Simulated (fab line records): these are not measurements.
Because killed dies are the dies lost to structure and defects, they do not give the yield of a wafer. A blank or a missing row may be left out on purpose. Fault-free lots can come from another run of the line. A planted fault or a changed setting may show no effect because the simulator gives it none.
Comparing a struck lot with a sound one -- flow rit_cmos -- 36 steps out of a route of 202
Sound: wafers L556.1, L556.2, L556.3. The struck wafers were L558.3, L558.5, L558.6. At the end, the cause is stated.
Per side, at each step with rows, come the tool, then ch with its chambers, and then its first start. Under that, the readings that differ: sound wafers -- struck wafers -- difference of the means -- sigmas: that difference in standard deviations of wafers without a fault.
alike: readings with means less than 2 such deviations apart, plus words and numbers identical on both sides. not compared: withheld readings, readings lacking a value on some wafer, bounds such as >300 that could conceal the same value, and numbers that have no deviation in the record and whose values overlap.
A row with sigmas, a row that says differs or no value, or rows on one side alone: a step with any of these is where the two part. Non-overlapping numbers with no deviation appear without sigmas and do not part them. Lack of a reading on every wafer of one side parts them only where that side has two or more wafers.

first, 9 steps without rows for these wafers: RIT_ACTIVE_DEVELOP_10 (develop time 50 s); RIT_ACTIVE_HARDBAKE_12 (time 60 s); RIT_ACTIVE_ETCH_13 (etches Si3N4 in SF6, stops on SiO2, time 210 s, target depth 210 nm); RIT_ACTIVE_STRIP_14 (strips in O2, time 180 s); RIT_ACTIVE_CLEAN_15 (cleans in SC1, time 600 s); RIT_ACTIVE_CLEAN_16 (cleans in dHF, time 30 s); RIT_ACTIVE_CLEAN_17 (cleans in SC2, time 600 s); RIT_FOX1_OXIDATION_00 (target thk 350.7 nm, ox time 1086 s); RIT_FOX1_WET_ETCH_02 (etches SiO2 in BOE, target depth 350 nm, time 390 s).
RIT_FOX2_OXIDATION_00: target thk 350.7 nm, ox time 1130 s.
  sound on furnace-01 ch 0, day 4 12:34; struck on furnace-03 ch 0, day 4 22:15
reading,sound,struck,difference,sigmas
spike_tc_centre_C (C),1102.3 1102.6 1104.8,1138.7 1139.6 1139.1,+35.9,+28
spike_tc_load_C (C),1126.7 1128.1 1127.0,1161.7 1159.6 1162.4,+34.0,+17
spike_tc_source_C (C),1123.3 1126.8 1126.9,1161.6 1161.4 1160.3,+35.4,+32
tube_center_temp_C (C),1100 1099.9 1100.2,1135 1135 1135.1,+35,+99 or more
tube_center_temp_C_max,1103.1 1103.3 1102.9,1137.5 1137.7 1137.9,+34.6,+89
model.SiO2_of_FOX2_OXIDATION_00.thk_nm (nm),340.1 345.5 340.8,403.3 403.5 407.4,+62.6,
RIT_FOX2_THK_MEAS_01:
  struck on film_metro-02, day 4 23:35; sound on film_metro-02, day 4 13:52
reading,sound,struck,difference,sigmas
FOX2_OXIDE_THK (nm),340 345 341,403 404 408,+63,+9
then, 2 steps without rows for these wafers: RIT_FOX2_CLEAN_02 (cleans in dHF, time 180 s); RIT_FOX2_WET_ETCH_03 (etches Si3N4 in H3PO4, target depth 195 nm, time 2700 s).
RIT_FOX2_THK_MEAS_90:
  struck on film_metro-03, day 5 00:28; sound on film_metro-04, day 4 14:45
reading,sound,struck,difference,sigmas
FIELD_OXIDE_LEFT_1_THK (nm),312 318 313,376 376 380,+63,+9
then, 19 steps without rows for these wafers: RIT_NWELL_HMDS_00 (prime time 60 s); RIT_NWELL_COAT_01 (resist thk 1300 nm); RIT_NWELL_SOFTBAKE_02 (time 60 s); RIT_NWELL_EXPOSE_03 (exposes mask M2, target cd 43900 nm); RIT_NWELL_PEB_04; RIT_NWELL_DEVELOP_05 (develop time 71.32 s); RIT_NWELL_HARDBAKE_07 (time 120 s); RIT_NWELL_IMPLANT_08; RIT_NWELL_STRIP_09 (strips in O2, time 180 s); RIT_PWELL_HMDS_00 (prime time 60 s); RIT_PWELL_COAT_01 (resist thk 1300 nm); RIT_PWELL_SOFTBAKE_02 (time 60 s); RIT_PWELL_EXPOSE_03 (exposes mask M3, target cd 43700 nm); RIT_PWELL_PEB_04; RIT_PWELL_DEVELOP_05 (develop time 68 s); RIT_PWELL_HARDBAKE_07 (time 120 s); RIT_PWELL_IMPLANT_08; RIT_PWELL_STRIP_09 (strips in O2, time 180 s); RIT_WELLDRIVE_ANNEAL_00 (time 14700 s).
RIT_FOX2_THK_MEAS_91:
  struck on film_metro-02, day 5 13:20; sound on film_metro-02, day 5 06:47
reading,sound,struck,difference,sigmas
FIELD_OXIDE_LEFT_2_THK (nm),245 250 246,308 309 313,+63,+9
RIT_SILICIDE_WET_ETCH_00: etches SiO2 in BOE, target depth 14 nm, time 15 s.
  sound on wet_bench-03 ch 3, day 6 04:44; struck on wet_bench-01 ch 2, day 6 12:13
reading,sound,struck,difference,sigmas
model.SiO2_of_FOX2_OXIDATION_00.thk_nm (nm),139.3 146.4 141.3,203.4 203.9 206.9,+62.4,
RIT_M1_PROBE_99:
  struck on prober-02, day 6 19:27; sound on prober-02, day 6 11:43
reading,sound,struck,difference,sigmas
model.etest.pldd.width_nm (nm),3122 3124 3104,3045 3038 3044,-74,
model.etest.nldd.width_nm (nm),3110 3118 3115,3037 3053 3034,-73,
model.etest.pplus_sal.width_nm (nm),3421 3415 3394,3384 3374 3393,-26,
model.etest.nplus_sal.width_nm (nm),3409 3419 3411,3390 3350 3385,-38,
model.etest.pwell.rs_ohm_sq,407.2 409.9 409.1,434.8 429.1 425.8,+21.2,
model.etest.nmos_narrow.drive_ua_um,212.7 216.5 213.6,196.8 200.1 193,-17.6,
model.etest.pmos_narrow.drive_ua_um,96.35 99.44 97.13,92.69 94.07 90.45,-5.24,
model.etest.field_n.vt_v (V),33.3 34.04 33.48,41.42 41.45 41.87,+7.97,
  alike: killed_at_contacts, killed_at_front_end, killed_dies, killed_open, killed_short

## WHERE THEY PART
Last at RIT_FOX2_THK_MEAS_91 as far as this record goes, first at RIT_FOX2_OXIDATION_00. Later steps at which nothing parts them and some readings are alike: RIT_M1_PROBE_99.

WHY: what the simulator had put in
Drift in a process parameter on furnace-03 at RIT_FOX2_OXIDATION_00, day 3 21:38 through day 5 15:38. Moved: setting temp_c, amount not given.
